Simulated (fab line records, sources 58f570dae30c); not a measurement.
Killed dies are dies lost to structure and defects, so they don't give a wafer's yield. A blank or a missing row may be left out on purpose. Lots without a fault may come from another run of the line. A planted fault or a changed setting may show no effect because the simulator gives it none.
Chamber matching | flow berkeley_cmos170 | UCB170_V1_CMP_02 on cmp-01: 4 sister chambers
The step polishes SiO2. 4 wafers are shown with their chamber, then 12 later ones without.

WAFERS WITH THEIR CHAMBER
wafer  | chamber | motor_current_A (A)
L089.2 | 0       | 15.0
L089.3 | 3       | 16.0
L089.5 | 2       | 18.0
L089.6 | 1       | 14.3

WAFERS WITHOUT THEIR CHAMBER
wafer  | motor_current_A (A)
L092.1 | 15.1
L092.4 | 16.3
L092.5 | 15.1
L093.1 | 14.4
L093.2 | 16.7
L093.3 | 14.3
L094.3 | 13.9
L094.5 | 15.5
L094.6 | 15.6
L095.1 | 14.8
L095.4 | 17.8
L095.5 | 14.2

WHICH CHAMBER EACH WENT THROUGH
wafer  | from the rows above     | in truth
L092.1 | 0                       | 0
L092.4 | 3                       | 3
L092.5 | 0                       | 0
L093.1 | can't be placed: 1 or 0 | 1
L093.2 | can't be placed: 3 or 2 | 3
L093.3 | 1                       | 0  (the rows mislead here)
L094.3 | 1                       | 1
L094.5 | can't be placed: 0 or 3 | 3
L094.6 | can't be placed: 3 or 0 | 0
L095.1 | can't be placed: 0 or 1 | 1
L095.4 | 2                       | 2
L095.5 | 1                       | 1
Placed correctly: 6 of 12. Can't be placed from these rows: 5 (the true chamber is among the candidates in 5). Placed wrongly: 1.
How it was worked out, from the rows above alone: a wafer's distance from a chamber is the root of the sum, over the readings, of the square of ((its reading less the chamber's mean) divided by the reading's scatter). The wafer belongs to the nearest chamber; if the next one is less than 2 further off, it can't be placed. A chamber's mean is the mean of its shown wafers. The scatter: with one shown wafer a chamber, the root of the mean of the squares of how far each hidden wafer lies from its nearest shown one.
